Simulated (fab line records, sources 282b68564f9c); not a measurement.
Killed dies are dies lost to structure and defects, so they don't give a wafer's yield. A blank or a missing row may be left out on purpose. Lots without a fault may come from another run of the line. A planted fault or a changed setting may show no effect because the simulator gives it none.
Which tool did it? | flow rit_cmos | 15 lots, 45 wafers sampled, at 2 steps of a route of 202

WHAT THE GAUGES READ, wafer by wafer
The record holds no reading of a measuring or inspecting step that can be judged against a usual standard deviation.

WHICH TOOL RAN EACH LOT (tool, then ch and the chambers of the sampled wafers, then the start)
lot  | RIT_CONTACT_DEVELOP_07           | RIT_M1_PROBE_99
L117 | litho_track-02 ch 0, day 3 11:00 | -
L118 | litho_track-04 ch 0, day 3 16:00 | -
L121 | litho_track-04 ch 0, day 4 10:00 | prober-02, day 4 16:34
L122 | litho_track-04 ch 0, day 4 11:00 | -
L124 | litho_track-02 ch 0, day 5 01:00 | -
L126 | litho_track-04 ch 0, day 5 10:00 | prober-01, day 5 16:13
L128 | litho_track-03 ch 0, day 5 21:00 | -
L129 | litho_track-03 ch 0, day 5 23:00 | prober-02, day 6 05:25
L131 | litho_track-02 ch 0, day 6 14:00 | -
L132 | litho_track-03 ch 0, day 7 03:00 | -
L133 | litho_track-04 ch 0, day 7 05:00 | -
L134 | litho_track-03 ch 0, day 7 09:00 | prober-01, day 7 15:26
L135 | litho_track-03 ch 0, day 7 15:00 | prober-02, day 7 21:08
L136 | litho_track-04 ch 0, day 7 22:00 | prober-01, day 8 03:58
L140 | litho_track-04 ch 0, day 8 11:00 | -
- RIT_CONTACT_DEVELOP_07: develop time 120 s.
- RIT_M1_PROBE_99

WHAT THE TOOLS THEMSELVES READ (means of the sampled wafers that have a number; where no wafer has one, the mark that the record gives instead)
RIT_CONTACT_DEVELOP_07. Usual: developer_temp_C 23.00 C, standard deviation 0.1; resist_line_temp_C 23.01 C, standard deviation 0.1.
lot  | tool           | developer_temp_C (C) | resist_line_temp_C (C) | flag
L117 | litho_track-02 | 23.03                | 23.12                  |
L118 | litho_track-04 | 22.98                | 22.85                  |
L121 | litho_track-04 | 22.89                | 23.02                  |
L122 | litho_track-04 | 23.04                | 23.02                  |
L124 | litho_track-02 | 23.01                | 22.89                  |
L126 | litho_track-04 | 22.95                | 23.06                  |
L128 | litho_track-03 | 22.96                | 23.09                  |
L129 | litho_track-03 | 22.93                | 22.98                  |
L131 | litho_track-02 | 22.95                | 23.09                  |
L132 | litho_track-03 | 23.65                | 22.94                  | OFF
L133 | litho_track-04 | 22.96                | 22.96                  |
L134 | litho_track-03 | 23.81                | 22.94                  | OFF
L135 | litho_track-03 | 23.75                | 23.05                  | OFF
L136 | litho_track-04 | 22.96                | 23.08                  |
L140 | litho_track-04 | 23.21                | 23.07                  |

RIT_M1_PROBE_99. Usual: killed_at_contacts 0.0, standard deviation 0.2; killed_at_front_end 7.0, standard deviation 2.8; killed_dies 7.0, standard deviation 2.8; killed_on_rim 2.0, standard deviation 1.4; killed_open 3.4, standard deviation 1.9; killed_short 3.6, standard deviation 2.
lot  | tool      | killed_at_contacts | killed_at_front_end | killed_dies | killed_on_rim | killed_open | killed_short | flag
L121 | prober-02 | 0.0                | 5.3                 | 5.3         | 1.7           | 2.0         | 3.3          |
L126 | prober-01 | 0.0                | 9.0                 | 9.0         | 1.7           | 4.3         | 4.7          |
L129 | prober-02 | 0.0                | 9.3                 | 9.3         | 2.7           | 3.3         | 6.0          |
L134 | prober-01 | 0.3                | 6.3                 | 6.7         | 2.7           | 3.0         | 3.7          |
L135 | prober-02 | 0.0                | 10.0                | 10.0        | 3.3           | 4.0         | 6.0          |
L136 | prober-01 | 0.0                | 6.3                 | 6.3         | 1.7           | 4.0         | 2.3          |

THE ANSWER, worked out from the rows above alone
Rule: a lot is off if the mean of its wafers that have a number lies more than 3 standard deviations from the usual mean. A lot without any number at a reading at which 4 lots or more have one is off too. The other lots that the step has rows for count as sound. The gauges are gone through in route order, then the tools' own readings, and for those a lot's mean is taken as printed above. The first step at which some lot is off is used, and at that step the reading that is off furthest; a lot without a number counts as furthest.
Off: L132, L134, L135, at RIT_CONTACT_DEVELOP_07 (developer_temp_C).
A tool fits if, at that step or a process step before it, it ran every lot that is off, and no sound lot after the first of them. One fits: litho_track-03 at RIT_CONTACT_DEVELOP_07. Its last sound lot is L129 (day 5 23:00), its first lot that is off L132 (day 7 03:00): a fault that began between those two fits.
The tool's own readings at RIT_CONTACT_DEVELOP_07 bear it out: on the lots that are off they differ by more than 5 times the standard deviation of the sound lots' means. developer_temp_C reads 23.74 C there against 22.99 C on the sound lots.

WHAT THE SIMULATOR HAD PUT IN
Process parameter drift: litho_track-03, from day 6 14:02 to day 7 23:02, at RIT_CONTACT_DEVELOP_07. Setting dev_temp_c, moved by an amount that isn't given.
Lots struck among those shown: L132, L134, L135. The rule above found the same.
